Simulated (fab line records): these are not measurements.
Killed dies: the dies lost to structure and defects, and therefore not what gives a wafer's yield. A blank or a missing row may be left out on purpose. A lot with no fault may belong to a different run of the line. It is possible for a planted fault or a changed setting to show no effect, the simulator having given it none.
Which tool was responsible? :: flow berkeley_cmos170 :: 16 lots, 48 wafers sampled, at 5 steps of a route of 331

== WHAT EACH GAUGE READ, for each wafer ==
UCB170_NSD_OVL_MEAS_07.
lot: L562
measured: day 6 22:32
on: overlay-02
NSD_OVL (nm): -5 -12 -1

lot: L563
measured: day 6 23:04
on: overlay-02
NSD_OVL (nm): -11 -8 -3

lot: L564
measured: day 7 14:27
on: overlay-01
NSD_OVL (nm): -2 3 9

lot: L565
measured: day 7 14:47
on: overlay-02
NSD_OVL (nm): -1 -1 -7

lot: L567
measured: day 7 22:15
on: overlay-02
NSD_OVL (nm): 1 -4 6

lot: L568
measured: day 7 22:29
on: overlay-02
NSD_OVL (nm): -5 -7 -2

lot: L566
measured: day 7 22:32
on: overlay-02
NSD_OVL (nm): 9 0 16

lot: L570
measured: day 7 23:53
on: overlay-02
NSD_OVL (nm): -7 -7 3

lot: L569
measured: day 8 00:01
on: overlay-01
NSD_OVL (nm): -1 -9 -3

lot: L572
measured: day 9 00:49
on: overlay-02
NSD_OVL (nm): -10 -7 -14

lot: L575
measured: day 9 08:23
on: overlay-02
NSD_OVL (nm): -1 4 8

lot: L579
measured: day 10 03:11
on: overlay-01
NSD_OVL (nm): -6 -6 -4

lot: L585
measured: day 11 15:28
on: overlay-01
NSD_OVL (nm): -2 -2 -5

lot: L581
measured: day 11 15:50
on: overlay-02
NSD_OVL (nm): 0 -3 0

lot: L583
measured: day 11 23:37
on: overlay-02
NSD_OVL (nm): 10 10 6

lot: L584
measured: day 12 05:23
on: overlay-02
NSD_OVL (nm): -14 -6 -23

UCB170_SDANNEAL_RS_MEAS_04: the measuring method here is four-point-probe.
lot: L562
measured: day 7 00:41
on: film_metro-01
PLDD_RS (ohm/sq): 1033.4 1031.3 1031.4

lot: L563
measured: day 7 01:24
on: film_metro-02
PLDD_RS (ohm/sq): 1036.9 1034.2 1034.1

lot: L564
measured: day 7 16:22
on: film_metro-01
PLDD_RS (ohm/sq): 1029.4 1028.7 1031.4

lot: L565
measured: day 7 16:31
on: film_metro-02
PLDD_RS (ohm/sq): 1036.8 1036.8 1038.0

lot: L567
measured: day 7 23:59
on: film_metro-01
PLDD_RS (ohm/sq): 1030.2 1032.9 1032.0

lot: L568
measured: day 8 00:10
on: film_metro-04
PLDD_RS (ohm/sq): 1027.3 1029.9 1029.0

lot: L566
measured: day 8 00:16
on: film_metro-02
PLDD_RS (ohm/sq): 1035.6 1037.3 1040.1

lot: L570
measured: day 8 01:34
on: film_metro-01
PLDD_RS (ohm/sq): 1033.5 1032.9 1031.0

lot: L569
measured: day 8 01:44
on: film_metro-04
PLDD_RS (ohm/sq): 1029.7 1031.7 1028.0

lot: L572
measured: day 9 02:31
on: film_metro-04
PLDD_RS (ohm/sq): 1030.4 1031.0 1030.1

lot: L575
measured: day 9 10:02
on: film_metro-01
PLDD_RS (ohm/sq): 1031.6 1033.5 1031.9

lot: L579
measured: day 10 04:51
on: film_metro-01
PLDD_RS (ohm/sq): 1035.0 1033.8 1036.1

lot: L585
measured: day 11 17:08
on: film_metro-02
PLDD_RS (ohm/sq): 1027.4 1027.0 1031.0

lot: L581
measured: day 11 17:50
on: film_metro-04
PLDD_RS (ohm/sq): 1031.2 1030.0 1031.4

lot: L583
measured: day 12 01:40
on: film_metro-01
PLDD_RS (ohm/sq): 1028.6 1030.6 1029.4

lot: L584
measured: day 12 06:59
on: film_metro-01
PLDD_RS (ohm/sq): 1027.4 1027.8 1028.7

UCB170_CONTACT_THK_MEAS_02.
lot: L562
measured: day 7 04:10
on: film_metro-01
CONTACT_PSG_THK (nm): 729 730 731

lot: L563
measured: day 7 04:52
on: film_metro-01
CONTACT_PSG_THK (nm): 713 719 719

lot: L564
measured: day 7 18:58
on: film_metro-01
CONTACT_PSG_THK (nm): 720 720 718

lot: L565
measured: day 7 22:59
on: film_metro-03
CONTACT_PSG_THK (nm): 868 873 873

lot: L567
measured: day 8 04:34
on: film_metro-01
CONTACT_PSG_THK (nm): 888 892 884

lot: L568
measured: day 8 04:34
on: film_metro-03
CONTACT_PSG_THK (nm): 872 868 866

lot: L566
measured: day 8 04:34
on: film_metro-02
CONTACT_PSG_THK (nm): 897 891 889

lot: L570
measured: day 8 04:25
on: film_metro-02
CONTACT_PSG_THK (nm): 713 708 717

lot: L569
measured: day 8 04:23
on: film_metro-03
CONTACT_PSG_THK (nm): 722 713 717

lot: L572
measured: day 9 05:05
on: film_metro-02
CONTACT_PSG_THK (nm): 720 723 717

lot: L575
measured: day 9 13:22
on: film_metro-01
CONTACT_PSG_THK (nm): 719 719 716

lot: L579
measured: day 10 08:16
on: film_metro-01
CONTACT_PSG_THK (nm): 718 721 719

lot: L585
measured: day 11 19:52
on: film_metro-01
CONTACT_PSG_THK (nm): 711 715 713

lot: L581
measured: day 11 21:16
on: film_metro-02
CONTACT_PSG_THK (nm): 714 707 713

lot: L583
measured: day 12 04:26
on: film_metro-01
CONTACT_PSG_THK (nm): 707 714 708

lot: L584
measured: day 12 10:27
on: film_metro-02
CONTACT_PSG_THK (nm): 721 724 717

== WHAT TOOL EACH LOT RAN ON (gives the tool, then ch and the chambers of the sampled wafers, and finally the start) ==
lot: L562
UCB170_SDANNEAL_RTA_01: rtp_anneal-02 ch 0, day 7 00:23
UCB170_CONTACT_CVD_01: lpcvd-02 ch 1, day 7 01:29

lot: L563
UCB170_SDANNEAL_RTA_01: rtp_anneal-01 ch 0, day 7 01:03
UCB170_CONTACT_CVD_01: lpcvd-01 ch 1, day 7 03:04

lot: L564
UCB170_SDANNEAL_RTA_01: rtp_anneal-01 ch 0, day 7 16:05
UCB170_CONTACT_CVD_01: lpcvd-02 ch 1, day 7 17:11

lot: L565
UCB170_SDANNEAL_RTA_01: rtp_anneal-02 ch 0, day 7 16:13
UCB170_CONTACT_CVD_01: lpcvd-02 ch 0, day 7 18:58

lot: L567
UCB170_SDANNEAL_RTA_01: rtp_anneal-02 ch 0, day 7 23:40
UCB170_CONTACT_CVD_01: lpcvd-02 ch 1, day 8 01:53

lot: L568
UCB170_SDANNEAL_RTA_01: rtp_anneal-01 ch 0, day 7 23:51
UCB170_CONTACT_CVD_01: lpcvd-02 ch 1, day 8 01:53

lot: L566
UCB170_SDANNEAL_RTA_01: rtp_anneal-02 ch 0, day 7 23:58
UCB170_CONTACT_CVD_01: lpcvd-02 ch 0, day 8 01:53

lot: L570
UCB170_SDANNEAL_RTA_01: rtp_anneal-01 ch 0, day 8 01:15
UCB170_CONTACT_CVD_01: lpcvd-01 ch 1, day 8 02:36

lot: L569
UCB170_SDANNEAL_RTA_01: rtp_anneal-02 ch 0, day 8 01:26
UCB170_CONTACT_CVD_01: lpcvd-01 ch 1, day 8 02:36

lot: L572
UCB170_SDANNEAL_RTA_01: rtp_anneal-02 ch 0, day 9 02:12
UCB170_CONTACT_CVD_01: lpcvd-01 ch 0, day 9 03:17

lot: L575
UCB170_SDANNEAL_RTA_01: rtp_anneal-01 ch 0, day 9 09:43
UCB170_CONTACT_CVD_01: lpcvd-01 ch 1, day 9 11:35

lot: L579
UCB170_SDANNEAL_RTA_01: rtp_anneal-01 ch 0, day 10 04:32
UCB170_CONTACT_CVD_01: lpcvd-01 ch 1, day 10 06:28

lot: L585
UCB170_SDANNEAL_RTA_01: rtp_anneal-01 ch 0, day 11 16:50
UCB170_CONTACT_CVD_01: lpcvd-01 ch 1, day 11 18:05

lot: L581
UCB170_SDANNEAL_RTA_01: rtp_anneal-01 ch 0, day 11 17:30
UCB170_CONTACT_CVD_01: lpcvd-02 ch 1, day 11 19:28

lot: L583
UCB170_SDANNEAL_RTA_01: rtp_anneal-02 ch 0, day 12 01:20
UCB170_CONTACT_CVD_01: lpcvd-01 ch 0, day 12 02:38

lot: L584
UCB170_SDANNEAL_RTA_01: rtp_anneal-01 ch 0, day 12 06:41
UCB170_CONTACT_CVD_01: lpcvd-01 ch 1, day 12 08:40
- UCB170_SDANNEAL_RTA_01: time 5 s.
- UCB170_CONTACT_CVD_01: deposits PSG from SiH4/O2/PH3, target thk 700 nm, time 2876 s.

== AS READ BY THE TOOLS THEMSELVES (means over the sampled wafers that have a number; for cases with no such wafer, the mark the record gives instead) ==
UCB170_SDANNEAL_RTA_01.
lot: L562
tool: rtp_anneal-02
lamp_power_pct (%): 38.2
wafer_temp_C_max: 1054.0

lot: L563
tool: rtp_anneal-01
lamp_power_pct (%): 38.8
wafer_temp_C_max: 1054.7

lot: L564
tool: rtp_anneal-01
lamp_power_pct (%): 38.8
wafer_temp_C_max: 1053.8

lot: L565
tool: rtp_anneal-02
lamp_power_pct (%): 38.2
wafer_temp_C_max: 1054.2

lot: L567
tool: rtp_anneal-02
lamp_power_pct (%): 38.2
wafer_temp_C_max: 1054.9

lot: L568
tool: rtp_anneal-01
lamp_power_pct (%): 38.8
wafer_temp_C_max: 1053.5

lot: L566
tool: rtp_anneal-02
lamp_power_pct (%): 38.2
wafer_temp_C_max: 1055.0

lot: L570
tool: rtp_anneal-01
lamp_power_pct (%): 38.8
wafer_temp_C_max: 1053.4

lot: L569
tool: rtp_anneal-02
lamp_power_pct (%): 38.2
wafer_temp_C_max: 1054.3

lot: L572
tool: rtp_anneal-02
lamp_power_pct (%): 38.2
wafer_temp_C_max: 1054.3

lot: L575
tool: rtp_anneal-01
lamp_power_pct (%): 38.8
wafer_temp_C_max: 1053.9

lot: L579
tool: rtp_anneal-01
lamp_power_pct (%): 38.8
wafer_temp_C_max: 1053.4

lot: L585
tool: rtp_anneal-01
lamp_power_pct (%): 38.8
wafer_temp_C_max: 1053.4

lot: L581
tool: rtp_anneal-01
lamp_power_pct (%): 38.8
wafer_temp_C_max: 1054.1

lot: L583
tool: rtp_anneal-02
lamp_power_pct (%): 38.2
wafer_temp_C_max: 1054.6

lot: L584
tool: rtp_anneal-01
lamp_power_pct (%): 38.8
wafer_temp_C_max: 1054.6

UCB170_CONTACT_CVD_01.
lot: L562
tool: lpcvd-02
pressure_mtorr (mTorr): 299.8

lot: L563
tool: lpcvd-01
pressure_mtorr (mTorr): 300.3

lot: L564
tool: lpcvd-02
pressure_mtorr (mTorr): 299.5

lot: L565
tool: lpcvd-02
pressure_mtorr (mTorr): 450.4

lot: L567
tool: lpcvd-02
pressure_mtorr (mTorr): 449.7

lot: L568
tool: lpcvd-02
pressure_mtorr (mTorr): 450.0

lot: L566
tool: lpcvd-02
pressure_mtorr (mTorr): 449.5

lot: L570
tool: lpcvd-01
pressure_mtorr (mTorr): 299.9

lot: L569
tool: lpcvd-01
pressure_mtorr (mTorr): 300.4

lot: L572
tool: lpcvd-01
pressure_mtorr (mTorr): 299.6

lot: L575
tool: lpcvd-01
pressure_mtorr (mTorr): 300.8

lot: L579
tool: lpcvd-01
pressure_mtorr (mTorr): 300.5

lot: L585
tool: lpcvd-01
pressure_mtorr (mTorr): 300.7

lot: L581
tool: lpcvd-02
pressure_mtorr (mTorr): 300.1

lot: L583
tool: lpcvd-01
pressure_mtorr (mTorr): 300.6

lot: L584
tool: lpcvd-01
pressure_mtorr (mTorr): 300.4

== THE ANSWER, worked out from the rows above alone ==
Rule: usual is defined by the lots themselves. The widest of any qualifying gaps counts: lots, ordered by their means at a reading, are off when they make up no more than a third of the lots, leave a main group of 4 or more, and stand apart from it by 3 or more times the standard deviation of that group's means. A main group whose means are all the same, to the digits that the tables above print for the reading, isn't used. Also off: a lot with no number at a reading for which 4 or more lots have one. Where the step has rows for the other lots, those lots are counted as sound. The gauges are gone through in route order, then the tools' own readings, and for those a lot's mean is taken as printed above. At the first step where some lot is off, the reading lying furthest off is the one used; lots without a number count as furthest.
Off: L565, L567, L568, L566, at UCB170_CONTACT_THK_MEAS_02 (CONTACT_PSG_THK). The main group: mean 717 nm, standard deviation 5.2.
A tool fits if, at a process step before that reading, it ran every lot that is off, and no sound lot after the first of them. The gauges at UCB170_CONTACT_THK_MEAS_02 aren't tried: what is off there is off at UCB170_CONTACT_CVD_01 too, on other tools, and a gauge's error can't cause that. Of those tried, none fits.

== WHAT THE SIMULATOR PUT IN ==
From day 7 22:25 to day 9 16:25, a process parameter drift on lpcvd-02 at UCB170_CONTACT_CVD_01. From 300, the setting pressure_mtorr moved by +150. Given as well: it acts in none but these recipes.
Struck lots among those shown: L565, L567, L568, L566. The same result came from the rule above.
